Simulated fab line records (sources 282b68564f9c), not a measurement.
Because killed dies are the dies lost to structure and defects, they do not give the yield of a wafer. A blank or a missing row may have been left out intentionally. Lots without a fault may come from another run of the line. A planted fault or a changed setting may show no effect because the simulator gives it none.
Code-filled problem report in 8D (eight disciplines) form || flow rit_cmos || the parts of the form that need people (team, actions taken, sign-off) are left out

1. WHAT WENT WRONG
Mean of killed_dies at RIT_M1_PROBE_99: 34 across 2 wafers in 2 lots; on wafers with no fault it is 7 (standard deviation 3.4). That puts it +7.9 standard deviations away from the usual mean.
Earliest sighting: wafer L883.2 on prober-01 at day 4 23:49. Wafers with a number at this step in the record: 6, from 2 lots. The rule behind "out" and "out of limits": a value lying over 4 standard deviations away from the usual mean. All remaining wafers that have a number are taken as sound.

2. WHAT THIS IS AND IS NOT
{"question": "which readings at this step", "is": "killed_dies, killed_at_front_end", "is not": "killed_at_M0_to_M3, killed_open, killed_short"}
{"question": "which lots", "is": "L883, L884", "is not": "-"}
{"question": "which wafers of those lots", "is": "L883.2, L884.6", "is not": "L883.1, L883.3, L884.2, L884.4"}
{"question": "read on which tools", "is": "prober-01, prober-02", "is not": "-"}
{"question": "when", "is": "from day 4 23:49", "is not": "up to then (1 sound wafer); but 3 sound wafers of L883, L884 came after"}

3. SUSPECTS, AND WHAT RULES EACH OUT
Counting: if a tool at a process step up to the reading ran every lot that is out, it stays a suspect. Sound lots after the first of them don't rule it out here, since some wafers of a struck lot are sound.
- rie_si-01 at RIT_GATE_ETCH_19 (etches poly-Si in SF6/CHF3/O2, stops on SiO2, time 165 s, target depth 312.5 nm): kept. It ran every lot that is out, first L883 (day 4 01:14).
- At RIT_GATE_ETCH_19, inside rie_si-01: chamber 3 took the wafers that are out, while their sound lot-mates went through chambers 0, 1, 2.
Remaining after the count: rie_si-01 at RIT_GATE_ETCH_19.

4. THE CAUSE (what the simulator had put in)
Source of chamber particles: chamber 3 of rie_si-01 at RIT_GATE_ETCH_19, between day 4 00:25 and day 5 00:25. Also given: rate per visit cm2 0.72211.
Counting left only this tool.

5. SEQUENCE OF EFFECTS, ordered by route
Rows list readings where the struck wafers' mean (over those with a number) sits beyond 3 standard deviations from the usual. Only readings for which the record gives a usual standard deviation are gone through. hours: the time from each lot's start at the first step in this table that gives one to its start at this step, as a median over the lots. sigmas: the change in usual standard deviations.
{"hours": 0, "step": "RIT_M1_PROBE_99", "reading": "killed_at_front_end", "usual": 7, "on struck wafers": 34, "change": "+26", "sigmas": "+7.8"}
{"hours": 0, "step": "RIT_M1_PROBE_99", "reading": "killed_dies", "usual": 7, "on struck wafers": 34, "change": "+27", "sigmas": "+7.9"}
Here are the process steps it includes:
- RIT_M1_PROBE_99

6. HOW IT WOULD HAVE BEEN CAUGHT EARLIER
In this record the first reading out of limits was taken at day 4 23:49, 23 hours after the fault began at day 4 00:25.
Tool readings at RIT_GATE_ETCH_19 with a usual standard deviation given in the record: none out on any struck wafer, hence no alarm at a limit of 4 standard deviations on them.
By day 4 23:49, every lot that is out (2) had started RIT_GATE_ETCH_19 on rie_si-01. Holding the tool at that point would not have protected any of them.
